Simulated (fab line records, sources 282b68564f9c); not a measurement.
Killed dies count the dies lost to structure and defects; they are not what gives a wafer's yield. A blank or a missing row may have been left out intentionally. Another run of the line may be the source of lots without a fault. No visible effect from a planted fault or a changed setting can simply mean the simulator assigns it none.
The tool behind it: which one? ; flow ritCmos ; 13 lots with 39 wafers sampled at 4 steps, on a route of 202 steps

WHAT THE GAUGES READ, wafer by wafer
RIT_SDANNEAL_RS_MEAS_04: measurement is done with a four-point probe. Usual: PSD_RS typically reads 115.88 ohm/sq, with standard deviation 0.29.
lot;measured;on;PSD_RS (ohm/sq);flag
L995;day 3 02:19;filmMetro-03;114.99 115.77 115.76;
L996;day 3 07:57;filmMetro-01;115.74 115.64 115.87;
L997;day 3 15:43;filmMetro-01;116.34 116.09 116.03;
L998;day 3 20:16;filmMetro-03;115.52 115.79 115.74;
L999;day 3 22:16;filmMetro-03;115.46 115.72 115.51;
L103;day 4 18:20;filmMetro-02;112.16 112.48 112.60;OFF
L105;day 5 05:59;filmMetro-03;112.30 112.72 112.78;OFF
L109;day 5 22:41;filmMetro-01;115.66 115.41 115.44;
L111;day 6 13:49;filmMetro-01;116.28 116.57 116.53;
L113;day 6 19:01;filmMetro-01;115.64 116.24 115.89;
L115;day 7 08:03;filmMetro-03;116.12 115.98 116.11;
L117;day 7 15:56;filmMetro-02;115.83 116.16 116.10;
L118;day 7 20:01;filmMetro-02;116.26 115.91 116.30;

RIT_SDANNEAL_RS_MEAS_05: measurement is done with a four-point probe. Usual: NSD_RS typically reads 84.52 ohm/sq, with standard deviation 0.24.
lot;measured;on;NSD_RS (ohm/sq);flag
L995;day 3 02:26;filmMetro-03;84.37 84.32 84.46;
L996;day 3 08:04;filmMetro-01;84.23 84.59 84.40;
L997;day 3 15:50;filmMetro-01;84.72 84.66 84.88;
L998;day 3 20:23;filmMetro-03;84.47 84.48 84.40;
L999;day 3 22:23;filmMetro-03;84.45 84.47 84.25;
L103;day 4 18:28;filmMetro-02;83.91 84.13 84.00;
L105;day 5 06:06;filmMetro-03;83.65 83.74 83.62;OFF
L109;day 5 22:49;filmMetro-01;84.51 84.51 84.40;
L111;day 6 13:56;filmMetro-01;84.29 84.15 84.18;
L113;day 6 19:08;filmMetro-01;84.46 84.67 84.49;
L115;day 7 08:10;filmMetro-03;84.58 84.56 84.94;
L117;day 7 16:04;filmMetro-02;84.64 84.50 84.41;
L118;day 7 20:08;filmMetro-02;84.52 84.45 84.47;

RIT_SDANNEAL_RS_MEAS_06: measurement is done with a four-point probe. Usual: PLDD_RS typically reads 178.7 ohm/sq, with standard deviation 0.46.
lot;measured;on;PLDD_RS (ohm/sq);flag
L995;day 3 02:34;filmMetro-03;178.2 178.3 178.4;
L996;day 3 08:11;filmMetro-01;178.0 178.4 178.6;
L997;day 3 15:57;filmMetro-01;178.8 178.8 178.9;
L998;day 3 20:30;filmMetro-03;178.6 178.2 178.5;
L999;day 3 22:31;filmMetro-03;178.5 178.2 178.5;
L103;day 4 18:35;filmMetro-02;175.3 175.0 175.0;OFF
L105;day 5 06:13;filmMetro-03;175.6 175.2 175.8;OFF
L109;day 5 22:56;filmMetro-01;177.8 177.5 177.6;
L111;day 6 14:04;filmMetro-01;178.8 179.3 179.6;
L113;day 6 19:16;filmMetro-01;179.3 179.4 179.0;
L115;day 7 08:17;filmMetro-03;178.8 178.5 178.4;
L117;day 7 16:11;filmMetro-02;178.6 178.5 178.1;
L118;day 7 20:16;filmMetro-02;179.3 179.4 179.5;

TOOL THAT RAN EACH LOT (tool first, then ch and the chambers of the sampled wafers, then the start)
lot;RIT_SDANNEAL_RTA_03
L995;rtpAnneal-02 ch 0, day 3 02:15
L996;rtpAnneal-01 ch 0, day 3 07:53
L997;rtpAnneal-02 ch 0, day 3 15:38
L998;rtpAnneal-01 ch 0, day 3 20:11
L999;rtpAnneal-02 ch 0, day 3 22:13
L103;rtpAnneal-02 ch 0, day 4 18:16
L105;rtpAnneal-02 ch 0, day 5 05:55
L109;rtpAnneal-01 ch 0, day 5 22:37
L111;rtpAnneal-01 ch 0, day 6 13:45
L113;rtpAnneal-01 ch 0, day 6 18:58
L115;rtpAnneal-01 ch 0, day 7 08:00
L117;rtpAnneal-01 ch 0, day 7 15:51
L118;rtpAnneal-02 ch 0, day 7 19:58
- RIT_SDANNEAL_RTA_03: time 5 s.

AS READ BY THE TOOLS THEMSELVES (means over the sampled wafers that have a number; for cases with no such wafer, the mark the record gives instead)
RIT_SDANNEAL_RTA_03. Usual: rampDownCPerS 171.00, standard deviation 0.028; wafer_temp_C_max 1053.5, standard deviation 1.1.
lot;tool;rampDownCPerS;wafer_temp_C_max;flag
L995;rtpAnneal-02;171.01;1053.8;
L996;rtpAnneal-01;170.99;1053.9;
L997;rtpAnneal-02;170.99;1052.3;
L998;rtpAnneal-01;170.99;1054.0;
L999;rtpAnneal-02;170.99;1052.3;
L103;rtpAnneal-02;171.01;1053.1;
L105;rtpAnneal-02;170.97;1054.7;
L109;rtpAnneal-01;171.01;1053.3;
L111;rtpAnneal-01;170.98;1054.0;
L113;rtpAnneal-01;171.03;1052.6;
L115;rtpAnneal-01;171.01;1053.0;
L117;rtpAnneal-01;171.01;1054.1;
L118;rtpAnneal-02;170.99;1053.3;

THE ANSWER, worked out from the rows above alone
Rule: a lot is off if the mean of its wafers that have a number lies more than 3 standard deviations from the usual mean. Also off: a lot with no number at a reading for which 4 or more lots have one. The other lots that the step has rows for count as sound. First the gauges in route order, then the tools' own readings, where a lot's mean is used as printed above. At the first step where some lot is off, the reading lying furthest off is the one used; lots without a number count as furthest.
Off: at RIT_SDANNEAL_RS_MEAS_04 (PSD_RS), L103, L105.
A tool fits if, at a process step before that reading, it ran every lot that is off, and no sound lot after the first of them. Those tools and the gauges at RIT_SDANNEAL_RS_MEAS_04 are tried in the same way. Of those tried, none fits.

WHAT THE SIMULATOR PUT IN
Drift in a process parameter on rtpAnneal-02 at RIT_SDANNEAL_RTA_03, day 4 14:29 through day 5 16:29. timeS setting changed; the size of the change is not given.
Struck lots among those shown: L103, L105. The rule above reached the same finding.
